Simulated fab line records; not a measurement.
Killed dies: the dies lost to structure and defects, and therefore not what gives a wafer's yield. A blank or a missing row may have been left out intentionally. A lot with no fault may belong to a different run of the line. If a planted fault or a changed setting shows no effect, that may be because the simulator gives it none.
Split-lot experiment | flow berkeley-cmos170 | 23 wafers read from 5 lots, route of 331 steps

== ABOUT THE SPLIT ==
At UCB170_V1_PEB_10, the setting peb-temp-c was moved away from the recipe's 130 C on 8 of the 23 wafers read, by -2.8% to -2.1%. All remaining wafers had this setting at the recipe value.

== FROM THE SPLIT TO THE READING: what the file shows between them, 1 step ==
- UCB170_V1_DEVELOP_11: develop time 45 s

== THE READING ==
At UCB170_V1_CD_MEAS_12: cd-nm in nanometres, against a target cd of 700 nm. Fault-free wafers of this fab line usually give 699.9 nm, standard deviation 1.2 nm.

wafer  | tool, chamber at the split | peb-temp-c as run, C | against the recipe | cd-nm, nm | against lot-mates on the recipe
L078.1 | litho-track-03, 0          | 130                  | recipe             | 703.5     | -
L078.4 | litho-track-03, 0          | 130                  | recipe             | 703.5     | -
L078.5 | litho-track-03, 0          | 130                  | recipe             | 702.7     | -
L079.1 | litho-track-01, 0          | 130                  | recipe             | 698.8     | -
L079.2 | litho-track-01, 0          | 127.3                | -2.1%              | 679.2     | -20.0
L079.4 | litho-track-01, 0          | 127.3                | -2.1%              | 678.4     | -20.8
L079.5 | litho-track-01, 0          | 127.3                | -2.1%              | 678.2     | -21.0
L079.6 | litho-track-01, 0          | 130                  | recipe             | 699.6     | -
L080.1 | litho-track-03, 0          | 130                  | recipe             | 699.9     | -
L080.3 | litho-track-03, 0          | 130                  | recipe             | 699.6     | -
L080.4 | litho-track-03, 0          | 130                  | recipe             | 700.5     | -
L080.5 | litho-track-03, 0          | 130                  | recipe             | 701.3     | -
L080.6 | litho-track-03, 0          | 130                  | recipe             | 699.2     | -
L081.1 | litho-track-01, 0          | 126.3                | -2.8%              | 671.8     | -27.5
L081.2 | litho-track-01, 0          | 126.3                | -2.8%              | 669.2     | -30.0
L081.3 | litho-track-01, 0          | 130                  | recipe             | 698.1     | -
L081.5 | litho-track-01, 0          | 126.3                | -2.8%              | 670.3     | -29.0
L081.6 | litho-track-01, 0          | 130                  | recipe             | 700.4     | -
L084.1 | litho-track-03, 0          | 126.4                | -2.8%              | 673.7     | -27.0
L084.2 | litho-track-03, 0          | 126.4                | -2.8%              | 672.7     | -28.0
L084.3 | litho-track-03, 0          | 130                  | recipe             | 701.3     | -
L084.5 | litho-track-03, 0          | 130                  | recipe             | 701.1     | -
L084.6 | litho-track-03, 0          | 130                  | recipe             | 699.6     | -

THE FIT
A straight line over all 23 wafers: cd-nm changes by +10.4 nm for each +1% of peb-temp-c; r = +0.99; the points scatter about the line by 1.5 nm.
The same after taking each lot's own level away (the mean of its wafers on the recipe; 23 wafers): +10 nm for each +1%; r = +1.00; scatter 0.78 nm.
On that fit, the largest move of peb-temp-c shifts the reading by 29 nm.
The lots' own levels span 699.20 to 703.23 nm, that is 3.4 times the standard deviation above.
The two slopes agree, so the slope changes little with the lot-to-lot level.
Check: with one of the wafers moved furthest among these (-2.8%) left out of the fit, the line predicts -28.7 nm for it against its lot-mates. It came out at -27.5 nm against them.

== THESE WAFERS: OTHER SPLITS ==
Note: prior to the reading, these wafers also went through further splits. Each is held against what the fit with the lots' levels taken away leaves over:
other split on the same wafers     | wafers away from the commonest value | r with cd-nm (lot level and that fit taken away)
UCB170_PLDD_PEB_04 peb-temp-c      | 5                                    | -0.11
UCB170_NSD_PEB_04 peb-temp-c       | 4                                    | -0.01
UCB170_NSD_IMPLANT_08 dose-cm2     | 9                                    | -0.16
UCB170_SILICIDE_SPUTTER_01 power-w | 6                                    | -0.48
UCB170_CONTACT_PEB_13 peb-temp-c   | 11                                   | +0.23
UCB170_M1_COAT_04 spin-rpm         | 8                                    | -0.29

== FILE'S OWN FIT ==
cd-nm changes by +10 nm for each +1% of peb-temp-c, r = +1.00.
